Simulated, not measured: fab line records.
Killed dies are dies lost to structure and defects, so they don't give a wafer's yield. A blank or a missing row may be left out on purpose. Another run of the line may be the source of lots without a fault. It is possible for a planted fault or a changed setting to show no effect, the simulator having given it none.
Matching of chambers + flow berkeley-cmos170 + 4 sister chambers for UCB170_GATE_ETCH_15 on rie-si-01
The step etches poly-Si in HBr/Cl2, stops on SiO2, time 56.3 s, target depth 278.2 nm. 20 wafers are shown with their chamber, then 10 later ones without.

## WAFERS PAIRED WITH THEIR CHAMBERS
| wafer  | chamber | throttle-valve-pct (%) | drypump-motor-current-A (A) | oes-product-au (a.u.) |
|--------|---------|------------------------|-----------------------------|-----------------------|
| L996.1 | 1       | 26.71                  | 6.0                         | 0.833                 |
| L996.3 | 2       | 26.57                  | 5.8                         | 0.823                 |
| L996.4 | 1       | 26.75                  | 6.0                         | 0.826                 |
| L997.1 | 2       | 26.56                  | 5.8                         | 0.835                 |
| L997.2 | 1       | 26.75                  | 6.1                         | 0.838                 |
| L997.3 | 1       | 26.77                  | 6.1                         | 0.841                 |
| L999.1 | 2       | 26.57                  | 5.8                         | 0.832                 |
| L999.3 | 1       | 26.73                  | 6.0                         | 0.837                 |
| L999.4 | 1       | 26.75                  | 6.0                         | 0.844                 |
| L100.2 | 1       | 26.73                  | 6.0                         | 0.844                 |
| L100.3 | 2       | 26.56                  | 5.7                         | 0.832                 |
| L100.5 | 2       | 26.56                  | 5.8                         | 0.832                 |
| L102.1 | 3       | 26.47                  | 5.2                         | 0.810                 |
| L102.4 | 1       | 26.74                  | 6.1                         | 0.845                 |
| L102.5 | 3       | 26.47                  | 5.2                         | 0.808                 |
| L110.2 | 2       | 26.58                  | 5.8                         | 0.822                 |
| L110.3 | 3       | 26.47                  | 5.2                         | 0.806                 |
| L110.6 | 3       | 26.47                  | 5.2                         | 0.809                 |
| L112.2 | 1       | 26.75                  | 6.0                         | 0.836                 |
| L112.3 | 0       | 26.77                  | 5.7                         | 0.797                 |

SIGNATURES (averages over the wafers above)
| reading                 | chamber 0 | chamber 1 | chamber 2 | chamber 3 | scatter within a chamber |
|-------------------------|-----------|-----------|-----------|-----------|--------------------------|
| throttle-valve-pct      | 26.7700   | 26.7422   | 26.5667   | 26.4700   | 0.013                    |
| drypump-motor-current-A | 5.700     | 6.033     | 5.783     | 5.200     | 0.0421                   |
| oes-product-au          | 0.79700   | 0.83822   | 0.82933   | 0.80825   | 0.00536                  |
Rule: for a wafer and a chamber, the distance is found by dividing, reading by reading, the gap between the wafer's reading and the chamber's mean by the reading's scatter, squaring, summing and taking the root. If the next closest chamber is less than 2 further off than the closest, the wafer can't be placed; otherwise it belongs to the closest. The scatter is the square root of a quotient: the sum, over the shown wafers, of each reading's squared deviation from its chamber's mean, divided by wafers minus chambers.

## WAFERS WITHOUT THEIR CHAMBER
| wafer  | throttle-valve-pct (%) | drypump-motor-current-A (A) | oes-product-au (a.u.) |
|--------|------------------------|-----------------------------|-----------------------|
| L112.4 | 26.56                  | 5.8                         | 0.819                 |
| L113.1 | 26.76                  | 5.6                         | 0.812                 |
| L113.2 | 26.48                  | 5.2                         | 0.815                 |
| L113.3 | 26.73                  | 6.0                         | 0.833                 |
| L118.2 | 26.75                  | 5.6                         | 0.825                 |
| L118.3 | 26.45                  | 5.2                         | 0.820                 |
| L118.4 | 26.57                  | 5.8                         | 0.830                 |
| L116.1 | 26.48                  | 5.2                         | 0.825                 |
| L116.4 | 26.57                  | 5.8                         | 0.846                 |
| L116.6 | 26.76                  | 6.1                         | 0.862                 |

## WHICH CHAMBER EACH WENT THROUGH
| wafer  | from the rows above | in truth |
|--------|---------------------|----------|
| L112.4 | 2                   | 2        |
| L113.1 | 0                   | 0        |
| L113.2 | 3                   | 3        |
| L113.3 | 1                   | 1        |
| L118.2 | 0                   | 0        |
| L118.3 | 3                   | 3        |
| L118.4 | 2                   | 2        |
| L116.1 | 3                   | 3        |
| L116.4 | 2                   | 2        |
| L116.6 | 1                   | 1        |
Placed correctly: 10 of 10. Can't be placed from these rows: 0. Wrongly placed: 0.
